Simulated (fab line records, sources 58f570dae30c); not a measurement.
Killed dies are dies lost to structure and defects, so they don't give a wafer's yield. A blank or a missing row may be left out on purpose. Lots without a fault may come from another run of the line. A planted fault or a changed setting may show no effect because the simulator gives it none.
A struck lot beside a sound one | flow berkeley_cmos170 | 16 steps out of a route of 331
Sound: wafers L512.3, L512.5, L512.6. Struck: wafers L518.3, L518.4. (L518.1 of the same lot was not struck and is left out.) The cause comes at the end.
At each step with rows: each side's tool, then ch and its chambers, then its first start. Under that, the readings that differ: sound wafers | struck wafers | difference of the means | sigmas: that difference in standard deviations of wafers without a fault.
alike: readings whose means differ by less than 2 such deviations, and words and numbers that are the same on both sides. not compared: withheld readings, readings that some wafer has no value for, bounds like >300 that may hide the same value, and numbers for which the record gives no deviation and whose values overlap.
The two part at a step that has a row with sigmas, a row that says differs or no value, or rows on one side only. Numbers that don't overlap but have no deviation are shown without sigmas and don't part them. A reading that every wafer of one side lacks parts them only if that side has two wafers or more.

first, 6 steps without rows for these wafers: UCB170_M2_COAT_09; UCB170_M2_COAT_10 (resist thk 900 nm); UCB170_M2_SOFTBAKE_11 (time 60 s); UCB170_M2_EXPOSE_12 (exposes mask METAL2, target cd 700 nm); UCB170_M2_PEB_13; UCB170_M2_DEVELOP_14 (develop time 43.24 s).
UCB170_M2_CD_MEAS_15: target cd 700 nm.
  sound on cd_sem-01, day 8 04:58; struck on cd_sem-02, day 9 16:34
  alike: cd_nm
UCB170_M2_OVL_MEAS_16:
  sound on overlay-02, day 8 05:04; struck on overlay-01, day 9 16:41
  alike: M2_OVL
UCB170_M2_ETCH_17: etches BARC in N2/H2.
  sound on rie_diel-03 ch 0,2,3, day 8 05:05; struck on rie_diel-03 ch 0,3, day 9 16:43
  alike: drypump_motor_current_A, oes_product_au, rf_fwd_power_W, throttle_valve_pct
UCB170_M2_METAL_ETCH_18: etches Al in Cl2/BCl3, stops on SiO2, target depth 1170 nm, time 195 s.
  sound on rie_metal-01 ch 0,1, day 8 05:11; struck on rie_metal-03 ch 0,1, day 9 16:46
  alike: drypump_motor_current_A, oes_product_au, rf_fwd_power_W, throttle_valve_pct
  not compared: rf_hours_counter_h
UCB170_M2_STRIP_19: strips in O2.
  sound on plasma_asher-04 ch 0,1, day 8 05:21; struck on plasma_asher-02 ch 0,1, day 9 16:57
  reading                     | sound       | struck  | difference | sigmas
  drypump_motor_current_A (A) | 6.2 5.8 6.2 | 4.9 5.1 | -1.1       | -2
  alike: oes_product_au
  not compared: rf_hours_counter_h
UCB170_M2_CD_MEAS_90: target cd 700 nm.
  sound on cd_sem-01, day 8 05:28; struck on cd_sem-01, day 9 17:03
  alike: cd_nm
UCB170_V2_CVD_00: deposits SiO2 from TEOS/O2, target thk 2000 nm, time 250 s.
  sound on pecvd-03 ch 0,1, day 8 05:32; struck on pecvd-03 ch 1, day 9 17:10
  reading                             | sound             | struck      | difference | sigmas
  rf_fwd_power_W (W)                  | 547.0 546.6 546.5 | 550.7 549.7 | +3.5       | +2
  model.SiO2_of_V2_CVD_00.thk_nm (nm) | 1975 2018 2003    | 3381 3408   | +1396      |
  alike: heater_power_w
UCB170_V2_THK_MEAS_01:
  sound on film_metro-02, day 8 05:43; struck on film_metro-04, day 9 17:20
  reading          | sound          | struck    | difference | sigmas
  V2_TEOS_THK (nm) | 1974 2018 2002 | 3382 3406 | +1396      | +50
UCB170_V2_CMP_02: polishes SiO2.
  sound on cmp-02 ch 2,3, day 8 05:48; struck on cmp-01 ch 0,3, day 9 17:26
  reading          | sound             | struck      | difference | sigmas
  platen_rpm (rpm) | 59.97 59.98 60.00 | 60.11 60.03 | +0.09      | +2
  alike: motor_current_A
UCB170_M3_PROBE_99:
  the record has rows for the struck wafers here (prober-01, day 10 01:56) and none for the sound ones

WHERE THEY PART
First at UCB170_M2_STRIP_19; last, within this record, at UCB170_M3_PROBE_99.

WHY: what the simulator had put in
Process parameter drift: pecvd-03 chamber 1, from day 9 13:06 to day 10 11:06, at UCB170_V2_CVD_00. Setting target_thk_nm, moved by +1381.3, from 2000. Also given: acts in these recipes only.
